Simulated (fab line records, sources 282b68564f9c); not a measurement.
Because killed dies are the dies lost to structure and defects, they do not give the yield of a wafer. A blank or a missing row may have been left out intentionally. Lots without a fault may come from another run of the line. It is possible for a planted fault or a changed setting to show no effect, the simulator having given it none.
What tool caused it? | flow ritCmos | 14 lots (42 wafers sampled), 1 step of a 202-step route

## WHAT EACH GAUGE READ, for each wafer
Not one reading of a measure or inspect step in the record can be checked against a usual standard deviation.

## WHICH TOOL RAN EACH LOT (tool, then ch and the chambers of the sampled wafers, then the start)
lot  | RIT_SPACER_ETCHBACK_05
L713 | rieDiel-01 ch 1,2, day 2 21:41
L714 | rieDiel-01 ch 0,1, day 3 04:07
L715 | rieDiel-04 ch 1,2, day 3 12:10
L716 | rieDiel-01 ch 1,2,3, day 3 14:32
L717 | rieDiel-02 ch 2,3, day 3 18:31
L718 | rieDiel-04 ch 0,1,3, day 3 23:43
L719 | rieDiel-04 ch 1,3, day 4 06:02
L720 | rieDiel-04 ch 0,3, day 4 14:05
L721 | rieDiel-02 ch 0,1,3, day 4 16:01
L722 | rieDiel-01 ch 0,1,3, day 4 19:21
L728 | rieDiel-02 ch 0,1,2, day 6 03:14
L731 | rieDiel-02 ch 0,1,2, day 6 21:11
L733 | rieDiel-01 ch 1,2,3, day 7 06:35
L734 | rieDiel-04 ch 0,1,2, day 7 09:27
- RIT_SPACER_ETCHBACK_05: etches Si3N4 in SF6/CHF3, stops on SiO2, target depth 250 nm, time 240 s.

## AS READ BY THE TOOLS THEMSELVES (means over the sampled wafers that have a number; for cases with no such wafer, the mark the record gives instead)
RIT_SPACER_ETCHBACK_05. Usual: CHF3_flow_sccm 30.01 sccm, standard deviation 0.091; drypumpMotorCurrentA 5.8 A, standard deviation 0.68; oesProductAu 0.840 a.u., standard deviation 0.015; throttleValvePct 10.23 %, standard deviation 0.13.
lot  | tool       | CHF3_flow_sccm (sccm) | drypumpMotorCurrentA (A) | oesProductAu (a.u.) | throttleValvePct (%) | flag
L713 | rieDiel-01 | 29.99                 | 5.7                      | 0.818               | 10.31                | 
L714 | rieDiel-01 | 30.01                 | 6.2                      | 0.841               | 10.20                | 
L715 | rieDiel-04 | 29.98                 | 4.9                      | 0.838               | 10.35                | 
L716 | rieDiel-01 | 30.02                 | 6.1                      | 0.853               | 10.25                | 
L717 | rieDiel-02 | 30.01                 | 6.0                      | 0.845               | 10.29                | 
L718 | rieDiel-04 | 29.98                 | 5.8                      | 0.827               | 10.15                | 
L719 | rieDiel-04 | 30.08                 | 5.3                      | 0.835               | 10.18                | 
L720 | rieDiel-04 | 29.97                 | 6.3                      | 0.821               | 10.11                | 
L721 | rieDiel-02 | 30.01                 | 5.9                      | 0.840               | 10.23                | 
L722 | rieDiel-01 | 29.92                 | 6.1                      | 0.862               | 10.16                | 
L728 | rieDiel-02 | 30.01                 | 5.7                      | 0.753               | 10.23                | OFF
L731 | rieDiel-02 | 29.97                 | 5.7                      | 0.757               | 10.22                | OFF
L733 | rieDiel-01 | 29.99                 | 6.1                      | 0.836               | 10.25                | 
L734 | rieDiel-04 | 30.04                 | 5.4                      | 0.842               | 10.32                | 

## THE ANSWER, worked out from the rows above alone
Rule: a lot is off if the mean of its wafers that have a number lies more than 3 standard deviations from the usual mean. Also off: a lot with no number at a reading for which 4 or more lots have one. The other lots that the step has rows for count as sound. After the gauges, taken in route order, come the tools' own readings; for these a lot's mean is taken, as printed above. The first step at which some lot is off is used, and at that step the reading that is off furthest; a lot without a number counts as furthest.
Off at RIT_SPACER_ETCHBACK_05 (oesProductAu): L728, L731.
A tool fits if, at that step or a process step before it, it ran every lot that is off, and no sound lot after the first of them. One fits: rieDiel-02 at RIT_SPACER_ETCHBACK_05. Its last sound lot is L721 (day 4 16:01), its first lot that is off L728 (day 6 03:14): a fault that began between those two fits.
On the lots that are off, the tool's own readings at RIT_SPACER_ETCHBACK_05 differ by more than 5 times the standard deviation of the sound lots' means, which bears it out; oesProductAu reads 0.755 a.u. there versus 0.838 a.u. on the sound lots.

## WHAT THE SIMULATOR HAD PUT IN
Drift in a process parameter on rieDiel-02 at RIT_SPACER_ETCHBACK_05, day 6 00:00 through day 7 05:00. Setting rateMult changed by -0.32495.
Struck lots among those shown: L728, L731. Same finding as the rule above.
